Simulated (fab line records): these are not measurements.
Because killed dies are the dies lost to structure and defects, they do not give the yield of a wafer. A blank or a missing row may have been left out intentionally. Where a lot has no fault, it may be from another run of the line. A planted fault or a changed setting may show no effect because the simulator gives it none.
Lot-split experiment || flow berkeley cmos170 || route with 331 steps; 5 lots, 23 wafers read

## THE SPLIT ITSELF
At UCB170_V1_CVD_00 (deposits SiO2 from TEOS/O2, target thk 2000 nm, time 250 s), the setting time s was moved away from the recipe's 250 s on 10 of the 23 wafers read, by -14.7% to +10.2%. The other wafers ran this setting at the recipe's value.

No step appears in the file between the split and the reading.

## THE READING
V1_TEOS_THK in nanometres, read at UCB170_V1_THK_MEAS_01. Fault-free wafers of this fab line usually give 1998 nm, standard deviation 28 nm.

{"wafer": "L077.1", "tool, chamber at the split": "pecvd-01, 1", "time s as run, s": 250, "against the recipe": "recipe", "V1_TEOS_THK, nm": 1968, "against lot-mates on the recipe": "-"}
{"wafer": "L077.2", "tool, chamber at the split": "pecvd-01, 0", "time s as run, s": 275.4, "against the recipe": "+10.2%", "V1_TEOS_THK, nm": 2182, "against lot-mates on the recipe": "+190"}
{"wafer": "L077.4", "tool, chamber at the split": "pecvd-01, 1", "time s as run, s": 275.4, "against the recipe": "+10.2%", "V1_TEOS_THK, nm": 2196, "against lot-mates on the recipe": "+204"}
{"wafer": "L077.5", "tool, chamber at the split": "pecvd-01, 2", "time s as run, s": 250, "against the recipe": "recipe", "V1_TEOS_THK, nm": 2009, "against lot-mates on the recipe": "-"}
{"wafer": "L077.6", "tool, chamber at the split": "pecvd-01, 0", "time s as run, s": 250, "against the recipe": "recipe", "V1_TEOS_THK, nm": 2000, "against lot-mates on the recipe": "-"}
{"wafer": "L081.1", "tool, chamber at the split": "pecvd-02, 2", "time s as run, s": 250, "against the recipe": "recipe", "V1_TEOS_THK, nm": 1970, "against lot-mates on the recipe": "-"}
{"wafer": "L081.2", "tool, chamber at the split": "pecvd-02, 0", "time s as run, s": 250, "against the recipe": "recipe", "V1_TEOS_THK, nm": 1999, "against lot-mates on the recipe": "-"}
{"wafer": "L081.6", "tool, chamber at the split": "pecvd-02, 2", "time s as run, s": 250, "against the recipe": "recipe", "V1_TEOS_THK, nm": 2008, "against lot-mates on the recipe": "-"}
{"wafer": "L082.1", "tool, chamber at the split": "pecvd-03, 2", "time s as run, s": 213.3, "against the recipe": "-14.7%", "V1_TEOS_THK, nm": 1705, "against lot-mates on the recipe": -304}
{"wafer": "L082.2", "tool, chamber at the split": "pecvd-03, 0", "time s as run, s": 213.3, "against the recipe": "-14.7%", "V1_TEOS_THK, nm": 1722, "against lot-mates on the recipe": -288}
{"wafer": "L082.4", "tool, chamber at the split": "pecvd-03, 0", "time s as run, s": 213.3, "against the recipe": "-14.7%", "V1_TEOS_THK, nm": 1735, "against lot-mates on the recipe": -274}
{"wafer": "L082.5", "tool, chamber at the split": "pecvd-03, 2", "time s as run, s": 250, "against the recipe": "recipe", "V1_TEOS_THK, nm": 2042, "against lot-mates on the recipe": "-"}
{"wafer": "L082.6", "tool, chamber at the split": "pecvd-03, 1", "time s as run, s": 250, "against the recipe": "recipe", "V1_TEOS_THK, nm": 1977, "against lot-mates on the recipe": "-"}
{"wafer": "L085.1", "tool, chamber at the split": "pecvd-01, 0", "time s as run, s": 270.9, "against the recipe": "+8.4%", "V1_TEOS_THK, nm": 2163, "against lot-mates on the recipe": "+149"}
{"wafer": "L085.2", "tool, chamber at the split": "pecvd-01, 2", "time s as run, s": 250, "against the recipe": "recipe", "V1_TEOS_THK, nm": 1994, "against lot-mates on the recipe": "-"}
{"wafer": "L085.4", "tool, chamber at the split": "pecvd-01, 1", "time s as run, s": 270.9, "against the recipe": "+8.4%", "V1_TEOS_THK, nm": 2183, "against lot-mates on the recipe": "+169"}
{"wafer": "L085.5", "tool, chamber at the split": "pecvd-01, 2", "time s as run, s": 250, "against the recipe": "recipe", "V1_TEOS_THK, nm": 2034, "against lot-mates on the recipe": "-"}
{"wafer": "L085.6", "tool, chamber at the split": "pecvd-01, 0", "time s as run, s": 270.9, "against the recipe": "+8.4%", "V1_TEOS_THK, nm": 2189, "against lot-mates on the recipe": "+175"}
{"wafer": "L084.1", "tool, chamber at the split": "pecvd-01, 2", "time s as run, s": 250, "against the recipe": "recipe", "V1_TEOS_THK, nm": 1978, "against lot-mates on the recipe": "-"}
{"wafer": "L084.3", "tool, chamber at the split": "pecvd-01, 1", "time s as run, s": 250, "against the recipe": "recipe", "V1_TEOS_THK, nm": 1964, "against lot-mates on the recipe": "-"}
{"wafer": "L084.4", "tool, chamber at the split": "pecvd-01, 2", "time s as run, s": 231.7, "against the recipe": "-7.3%", "V1_TEOS_THK, nm": 1860, "against lot-mates on the recipe": -117}
{"wafer": "L084.5", "tool, chamber at the split": "pecvd-01, 0", "time s as run, s": 250, "against the recipe": "recipe", "V1_TEOS_THK, nm": 1990, "against lot-mates on the recipe": "-"}
{"wafer": "L084.6", "tool, chamber at the split": "pecvd-01, 1", "time s as run, s": 231.7, "against the recipe": "-7.3%", "V1_TEOS_THK, nm": 1847, "against lot-mates on the recipe": -130}

THE FIT
A straight line over all 23 wafers: V1_TEOS_THK changes by +19.4 nm for each +1% of time s; r = +0.99; the points scatter about the line by 21 nm.
The same after taking each lot's own level away (the mean of its wafers on the recipe; 23 wafers): +19.4 nm for each +1%; r = +0.99; scatter 18 nm.
The reading moves by 2.8e+02 nm for the largest change in time s, on that fit.
Measured against the standard deviation above, the lots' own levels, which go from 1977.3 to 2014.0 nm, span 1.3 times it.
The two slopes are in agreement: the lot-to-lot level therefore moves the slope only a little.
Check: -277 nm against its lot-mates is what the line predicts for one of the wafers moved furthest among these (-14.7%) when that wafer is left out of the fit. It came out at -304 nm against them.

## OTHER SPLITS ON THESE WAFERS
These wafers also went through other splits before the reading. Each is held against what the fit with the lots' levels taken away leaves over:
{"other split on the same wafers": "UCB170_CONTACT_CVD_01 o2 flow sccm", "wafers away from the commonest value": 15, "r with V1_TEOS_THK (lot level and that fit taken away)": "+0.00"}
{"other split on the same wafers": "UCB170_CONTACT_ETCH_18 time s", "wafers away from the commonest value": 7, "r with V1_TEOS_THK (lot level and that fit taken away)": -0.26}
{"other split on the same wafers": "UCB170_M1_COAT_04 spin rpm", "wafers away from the commonest value": 10, "r with V1_TEOS_THK (lot level and that fit taken away)": "+0.24"}

## THE WHOLE CHAIN: every reading that the file lists as answering this split, in the file's order
{"step": "UCB170_V1_CVD_00", "what it does": "deposits SiO2 from TEOS/O2, target thk 2000 nm, time 250 s", "reading": "SiO2_of_V1_CVD_00.thk nm (the simulator's own value, which no gauge read)", "change (the file's fit)": "+19.3 nm for each +1% of the setting", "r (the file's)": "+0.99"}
{"step": "UCB170_V1_THK_MEAS_01", "what it does": "", "reading": "V1_TEOS_THK", "change (the file's fit)": "+19.3 for each +1% of the setting", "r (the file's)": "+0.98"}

## FILE'S OWN FIT
V1_TEOS_THK changes by +19.3 nm for each +1% of time s, r = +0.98.
